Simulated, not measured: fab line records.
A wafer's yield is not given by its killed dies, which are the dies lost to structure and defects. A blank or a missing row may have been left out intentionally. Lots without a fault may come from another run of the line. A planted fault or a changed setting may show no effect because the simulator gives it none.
Matching of chambers	flow berkeley cmos170	cmp-02 running UCB170_V1_CMP_02: 4 sister chambers
The step polishes SiO2. 4 wafers are shown with their chamber, then 8 later ones without.

## WAFERS, EACH WITH ITS CHAMBER
wafer	chamber	motor current A (A)
L253.4	1	17.8
L259.1	0	18.0
L259.4	2	15.1
L260.2	3	15.2

## WAFERS WITH NO CHAMBER GIVEN
wafer	motor current A (A)
L260.3	18.6
L260.4	14.8
L268.3	14.7
L268.4	14.4
L268.5	14.6
L272.1	17.3
L272.3	14.6
L272.5	16.9

## EACH ONE'S CHAMBER
wafer	from the rows above	in truth
L260.3	can't be placed: 0 or 1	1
L260.4	can't be placed: 2 or 3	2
L268.3	can't be placed: 2 or 3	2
L268.4	can't be placed: 2 or 3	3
L268.5	can't be placed: 2 or 3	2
L272.1	can't be placed: 1 or 0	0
L272.3	can't be placed: 2 or 3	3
L272.5	can't be placed: 1 or 0 or 3 or 2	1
0 of 8 placed correctly. Unplaceable from these rows: 8, with the true chamber sitting among the candidates in 8. Wrongly placed: 0.
How it was worked out, from the rows above alone: a wafer's distance from a chamber is the root of the sum, over the readings, of the square of ((its reading less the chamber's mean) divided by the reading's scatter). If the next closest chamber is less than 2 further off than the closest, the wafer can't be placed; otherwise it belongs to the closest. The mean given for a chamber averages the wafers shown for that chamber. The scatter (one wafer shown for each chamber): square how far every hidden wafer sits from the nearest shown wafer, average those squares and take the square root.
